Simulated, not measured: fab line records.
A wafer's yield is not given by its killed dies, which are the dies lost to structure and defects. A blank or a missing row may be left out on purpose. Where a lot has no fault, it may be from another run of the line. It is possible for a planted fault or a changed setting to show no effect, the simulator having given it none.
Lot-split experiment :: flow ritCmos :: 23 wafers read from 5 lots, route of 202 steps

== THE SPLIT ITSELF ==
At RIT_NRETRO_COAT_01 (resist thk 1300 nm), the setting spinRpm was moved away from the recipe's 2000 rpm on 8 of the 23 wafers read, by -3.3% to +2.3%. All remaining wafers had this setting at the recipe value.

== FROM THE SPLIT ON TO THE READING: in between, the file shows 1 step ==
- RIT_NRETRO_DEVELOP_05: develop time 68 s (also split here: developTimeS)

== THE READING ==
NOVOLAK_of_NRETRO_COAT_01.thkNm (the simulator's own value, which no gauge read), in nm, at RIT_NRETRO_HARDBAKE_07 (time 120 s). The file gives no usual value for it. Here, 15 wafers ran the recipe; their average is 1136 nm with a standard deviation of 4.7 nm.

wafer: L074.2
tool, chamber at the split: lithoTrack-03, 0
spinRpm as run, rpm: 2000
against the recipe: recipe
NOVOLAK_of_NRETRO_COAT_01.thkNm, nm: 1138
against lot-mates on the recipe: -

wafer: L074.3
tool, chamber at the split: lithoTrack-03, 0
spinRpm as run, rpm: 2000
against the recipe: recipe
NOVOLAK_of_NRETRO_COAT_01.thkNm, nm: 1136
against lot-mates on the recipe: -

wafer: L074.4
tool, chamber at the split: lithoTrack-03, 0
spinRpm as run, rpm: 2000
against the recipe: recipe
NOVOLAK_of_NRETRO_COAT_01.thkNm, nm: 1135
against lot-mates on the recipe: -

wafer: L076.2
tool, chamber at the split: lithoTrack-03, 0
spinRpm as run, rpm: 2000
against the recipe: recipe
NOVOLAK_of_NRETRO_COAT_01.thkNm, nm: 1142
against lot-mates on the recipe: -

wafer: L076.3
tool, chamber at the split: lithoTrack-03, 0
spinRpm as run, rpm: 2000
against the recipe: recipe
NOVOLAK_of_NRETRO_COAT_01.thkNm, nm: 1139
against lot-mates on the recipe: -

wafer: L076.4
tool, chamber at the split: lithoTrack-03, 0
spinRpm as run, rpm: 2000
against the recipe: recipe
NOVOLAK_of_NRETRO_COAT_01.thkNm, nm: 1139
against lot-mates on the recipe: -

wafer: L076.5
tool, chamber at the split: lithoTrack-03, 0
spinRpm as run, rpm: 2000
against the recipe: recipe
NOVOLAK_of_NRETRO_COAT_01.thkNm, nm: 1144
against lot-mates on the recipe: -

wafer: L076.6
tool, chamber at the split: lithoTrack-03, 0
spinRpm as run, rpm: 2000
against the recipe: recipe
NOVOLAK_of_NRETRO_COAT_01.thkNm, nm: 1143
against lot-mates on the recipe: -

wafer: L077.2
tool, chamber at the split: lithoTrack-02, 0
spinRpm as run, rpm: 1958
against the recipe: -2.1%
NOVOLAK_of_NRETRO_COAT_01.thkNm, nm: 1143
against lot-mates on the recipe: +14

wafer: L077.3
tool, chamber at the split: lithoTrack-02, 0
spinRpm as run, rpm: 1958
against the recipe: -2.1%
NOVOLAK_of_NRETRO_COAT_01.thkNm, nm: 1141
against lot-mates on the recipe: +12

wafer: L077.4
tool, chamber at the split: lithoTrack-02, 0
spinRpm as run, rpm: 2000
against the recipe: recipe
NOVOLAK_of_NRETRO_COAT_01.thkNm, nm: 1129
against lot-mates on the recipe: -

wafer: L077.5
tool, chamber at the split: lithoTrack-02, 0
spinRpm as run, rpm: 2000
against the recipe: recipe
NOVOLAK_of_NRETRO_COAT_01.thkNm, nm: 1129
against lot-mates on the recipe: -

wafer: L077.6
tool, chamber at the split: lithoTrack-02, 0
spinRpm as run, rpm: 2000
against the recipe: recipe
NOVOLAK_of_NRETRO_COAT_01.thkNm, nm: 1130
against lot-mates on the recipe: -

wafer: L080.1
tool, chamber at the split: lithoTrack-02, 0
spinRpm as run, rpm: 2000
against the recipe: recipe
NOVOLAK_of_NRETRO_COAT_01.thkNm, nm: 1134
against lot-mates on the recipe: -

wafer: L080.3
tool, chamber at the split: lithoTrack-02, 0
spinRpm as run, rpm: 2046
against the recipe: +2.3%
NOVOLAK_of_NRETRO_COAT_01.thkNm, nm: 1116
against lot-mates on the recipe: -17

wafer: L080.4
tool, chamber at the split: lithoTrack-02, 0
spinRpm as run, rpm: 2046
against the recipe: +2.3%
NOVOLAK_of_NRETRO_COAT_01.thkNm, nm: 1118
against lot-mates on the recipe: -15

wafer: L080.5
tool, chamber at the split: lithoTrack-02, 0
spinRpm as run, rpm: 2046
against the recipe: +2.3%
NOVOLAK_of_NRETRO_COAT_01.thkNm, nm: 1118
against lot-mates on the recipe: -15

wafer: L080.6
tool, chamber at the split: lithoTrack-02, 0
spinRpm as run, rpm: 2000
against the recipe: recipe
NOVOLAK_of_NRETRO_COAT_01.thkNm, nm: 1132
against lot-mates on the recipe: -

wafer: L084.1
tool, chamber at the split: lithoTrack-01, 0
spinRpm as run, rpm: 1934
against the recipe: -3.3%
NOVOLAK_of_NRETRO_COAT_01.thkNm, nm: 1156
against lot-mates on the recipe: +19

wafer: L084.5
tool, chamber at the split: lithoTrack-01, 0
spinRpm as run, rpm: 1934
against the recipe: -3.3%
NOVOLAK_of_NRETRO_COAT_01.thkNm, nm: 1156
against lot-mates on the recipe: +19

wafer: L084.2
tool, chamber at the split: lithoTrack-01, 0
spinRpm as run, rpm: 1934
against the recipe: -3.3%
NOVOLAK_of_NRETRO_COAT_01.thkNm, nm: 1157
against lot-mates on the recipe: +20

wafer: L084.3
tool, chamber at the split: lithoTrack-01, 0
spinRpm as run, rpm: 2000
against the recipe: recipe
NOVOLAK_of_NRETRO_COAT_01.thkNm, nm: 1136
against lot-mates on the recipe: -

wafer: L084.4
tool, chamber at the split: lithoTrack-01, 0
spinRpm as run, rpm: 2000
against the recipe: recipe
NOVOLAK_of_NRETRO_COAT_01.thkNm, nm: 1138
against lot-mates on the recipe: -

THE FIT
A straight line over all 23 wafers: NOVOLAK_of_NRETRO_COAT_01.thkNm changes by -6.33 nm for each +1% of spinRpm; r = -0.91; the points scatter about the line by 4.7 nm.
The same after taking each lot's own level away (the mean of its wafers on the recipe; 23 wafers): -6.19 nm for each +1%; r = -0.99; scatter 1.4 nm.
According to that fit, moving spinRpm by its largest amount changes the reading by 20 nm.
From 1129.3 to 1141.4 nm: that is the span of the lots' own levels, equal to 2.6 times the standard deviation above.
The two slopes agree, so the slope changes little with the lot-to-lot level.
Check: with one of the wafers moved furthest among these (-3.3%) left out of the fit, the line predicts +20.4 nm for it against its lot-mates. It came out at +19 nm against them.

== FURTHER SPLITS ON THESE WAFERS ==
Note: prior to the reading, these wafers also went through further splits. Each is held against what the fit with the lots' levels taken away leaves over:
other split on the same wafers: RIT_ACTIVE_CVD_03 sih2cl2FlowSccm
wafers away from the commonest value: 15
r with NOVOLAK_of_NRETRO_COAT_01.thkNm (lot level and that fit taken away): +0.15

other split on the same wafers: RIT_NWELL_HARDBAKE_07 tempC
wafers away from the commonest value: 7
r with NOVOLAK_of_NRETRO_COAT_01.thkNm (lot level and that fit taken away): +0.15

other split on the same wafers: RIT_PWELL_SOFTBAKE_02 tempC
wafers away from the commonest value: 9
r with NOVOLAK_of_NRETRO_COAT_01.thkNm (lot level and that fit taken away): -0.15

other split on the same wafers: RIT_PWELL_IMPLANT_08 doseCm2
wafers away from the commonest value: 10
r with NOVOLAK_of_NRETRO_COAT_01.thkNm (lot level and that fit taken away): +0.11

other split on the same wafers: RIT_NRETRO_DEVELOP_05 developTimeS
wafers away from the commonest value: 6
r with NOVOLAK_of_NRETRO_COAT_01.thkNm (lot level and that fit taken away): -0.08

== THE WHOLE CHAIN: every reading that the file lists as answering this split, in the file's order ==
step: RIT_NRETRO_COAT_01
what it does: resist thk 1300 nm
reading: NOVOLAK_of_NRETRO_COAT_01.thkNm (the simulator's own value, which no gauge read)
change (the file's fit): -7.07 nm for each +1% of the setting
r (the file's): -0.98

step: RIT_NRETRO_HARDBAKE_07
what it does: time 120 s
reading: NOVOLAK_of_NRETRO_COAT_01.thkNm (the simulator's own value, which no gauge read)
change (the file's fit): -6.09 nm for each +1% of the setting
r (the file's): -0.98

== FILE'S OWN FIT ==
NOVOLAK_of_NRETRO_COAT_01.thkNm changes by -6.09 nm for each +1% of spinRpm, r = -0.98.
